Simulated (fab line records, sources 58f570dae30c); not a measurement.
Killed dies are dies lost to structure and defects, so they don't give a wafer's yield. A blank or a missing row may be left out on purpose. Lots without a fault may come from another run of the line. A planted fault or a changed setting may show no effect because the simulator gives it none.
Problem report in the 8D (eight disciplines) form, filled by code | flow berkeley_cmos170 | the parts of the form that need people (team, actions taken, sign-off) are left out

1. THE PROBLEM
NWELL_TW at UCB170_NWELL_TW_MEAS_16 reads a mean of 1422 on 6 wafers of 2 lots; wafers without a fault read 1257 with a standard deviation of 13. That is +13 standard deviations from the usual mean.
First seen on wafer L129.1, day 5 08:20, on film_metro-03. The record holds 42 wafers of 14 lots with a number at this step. Rule for "out", or "out of limits": more than 4 standard deviations from the usual mean. The other wafers with a number count as sound.

2. WHAT IT IS AND WHAT IT IS NOT
question                    | is                           | is not
which readings at this step | NWELL_TW                     | -
which lots                  | L129, L130                   | L116, L117, L118, L120, L121, L126, L127, L133, L134, L135, L136, L137
which wafers of those lots  | all that have a number       | -
read on which gauges        | film_metro-02, film_metro-03 | film_metro-04
when                        | from day 5 08:20             | up to then (21 sound wafers); but 15 sound wafers of L133, L134, L135, L136, L137 came after

3. SUSPECTS, AND WHAT RULES EACH OUT
Counting: a tool at a process step up to the reading stays a suspect if it ran every lot that is out and no sound lot after the first of them.
- the gauge at UCB170_NWELL_TW_MEAS_16: ruled out. The wafers that are out were read on 2 gauges (film_metro-02, film_metro-03).
- implanter-04 at UCB170_NWELL_IMPLANT_14: kept. It ran every lot that is out, first L129 (day 5 08:05), and no sound lot after that; its last sound lot up to then is L126 (day 5 00:53). Its own readings are out on those wafers: dose_ions_cm2, faraday_current_uA.
Left after counting: implanter-04 at UCB170_NWELL_IMPLANT_14.

4. THE CAUSE (what the simulator had put in)
Process parameter drift: implanter-04, from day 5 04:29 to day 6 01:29, at UCB170_NWELL_IMPLANT_14. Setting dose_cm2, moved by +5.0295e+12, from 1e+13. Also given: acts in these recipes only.
Counting left only this tool.

5. THE CHAIN OF EFFECTS, in route order
Each row: a reading whose mean over the struck wafers that have a number lies more than 3 standard deviations from the usual. Only readings for which the record gives a usual standard deviation are gone through. hours: the time from each lot's start at the first step in this table that gives one to its start at this step, as a median over the lots. sigmas: the change in usual standard deviations.
hours | step                    | reading            | usual     | on struck wafers | change     | sigmas
0     | UCB170_NWELL_IMPLANT_14 | dose_ions_cm2      | 9.999e+12 | 1.503e+13        | +5.034e+12 | +99 or more
0     | UCB170_NWELL_IMPLANT_14 | faraday_current_uA | 31.8      | 48.1             | +16.3      | +29
0     | UCB170_NWELL_TW_MEAS_16 | NWELL_TW           | 1257      | 1422             | +165       | +13
The process steps in it:
- UCB170_NWELL_IMPLANT_14

6. WHAT WOULD HAVE CAUGHT IT SOONER
In this record the first reading out of limits at a measuring or inspecting step was taken at day 5 08:20, 4 hours after the fault began at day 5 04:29.
The tool's own readings at UCB170_NWELL_IMPLANT_14 were out on every struck wafer that the step has a row for (dose_ions_cm2, faraday_current_uA): an alarm limit on them would have fired on the first of those.
Of the lots that are out (2), L130 began UCB170_NWELL_IMPLANT_14 on implanter-04 after day 5 08:20. A hold on the tool at that time would have spared it.
